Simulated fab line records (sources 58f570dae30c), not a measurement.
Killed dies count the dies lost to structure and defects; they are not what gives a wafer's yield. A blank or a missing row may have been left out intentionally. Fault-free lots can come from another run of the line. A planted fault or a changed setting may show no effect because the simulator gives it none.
Code-filled problem report in 8D (eight disciplines) form | flow berkeley-cmos170 | the parts of the form that need people (team, actions taken, sign-off) are left out

== 1. WHAT IS WRONG ==
PFIELD_OVL at UCB170_PFIELD_OVL_MEAS_06 reads a mean of 259 nm on 9 wafers of 3 lots; wafers without a fault read 0 nm with a standard deviation of 5.7. Measured from the usual mean, that is +45 standard deviations.
Seen first at day 9 03:15 on overlay-01, wafer L887.2. The record holds 45 wafers of 15 lots with a number at this step. Rule for "out", or "out of limits": more than 4 standard deviations from the usual mean. All remaining wafers that have a number are taken as sound.

== 2. WHAT IT IS; WHAT IT IS NOT ==
question                    | is                     | is not
which readings at this step | PFIELD_OVL             | -
which lots                  | L887, L888, L889       | L868, L869, L872, L873, L874, L875, L877, L878, L880, L881, L883, L886
which wafers of those lots  | all that have a number | -
read on which gauges        | overlay-01, overlay-02 | -
when                        | from day 9 03:15       | up to then (36 sound wafers)

== 3. WHAT RULES OUT EACH SUSPECT ==
Counting: a tool stays on the suspect list if, at a process step up to the reading, it processed all lots that are out and no sound lot following the first of them.
- the gauge at UCB170_PFIELD_OVL_MEAS_06: ruled out. The wafers that are out were read on 2 gauges (overlay-01, overlay-02).
- krf-scanner-01 at UCB170_PFIELD_EXPOSE_03 (exposes mask PFIELD, target cd 1500 nm): kept. Every lot that is out went through it, starting with L887 (day 9 02:20), and after that it ran no sound lot; the last sound lot it ran before then is L886 (day 8 12:16).
Remaining after the count: krf-scanner-01 at UCB170_PFIELD_EXPOSE_03.

== 4. THE CAUSE (what the simulator had put in) ==
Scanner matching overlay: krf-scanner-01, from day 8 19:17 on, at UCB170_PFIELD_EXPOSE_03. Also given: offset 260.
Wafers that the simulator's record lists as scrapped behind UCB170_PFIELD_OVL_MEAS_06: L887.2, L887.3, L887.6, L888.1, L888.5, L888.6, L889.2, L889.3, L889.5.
The count eliminated every tool but this one.

== 5. THE EFFECT CHAIN, in route order ==
Each row: a reading whose mean over the struck wafers that have a number lies more than 3 standard deviations from the usual. Only readings for which the record gives a usual standard deviation are gone through. hours: the time from each lot's start at the first step in this table that gives one to its start at this step, as a median over the lots. sigmas: the change in usual standard deviations.
hours | step                      | reading    | usual | on struck wafers | change | sigmas
0     | UCB170_PFIELD_OVL_MEAS_06 | PFIELD_OVL | 0 nm  | 259              | +259   | +45

== 6. HOW IT WOULD HAVE BEEN CAUGHT EARLIER ==
In this record the first reading out of limits at a measuring or inspecting step was taken at day 9 03:15, 8 hours after the fault began at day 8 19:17.
Among the 3 lots that are out, L888, L889 began UCB170_PFIELD_EXPOSE_03 on krf-scanner-01 after day 9 03:15. A hold on the tool at that time would have spared those 2.
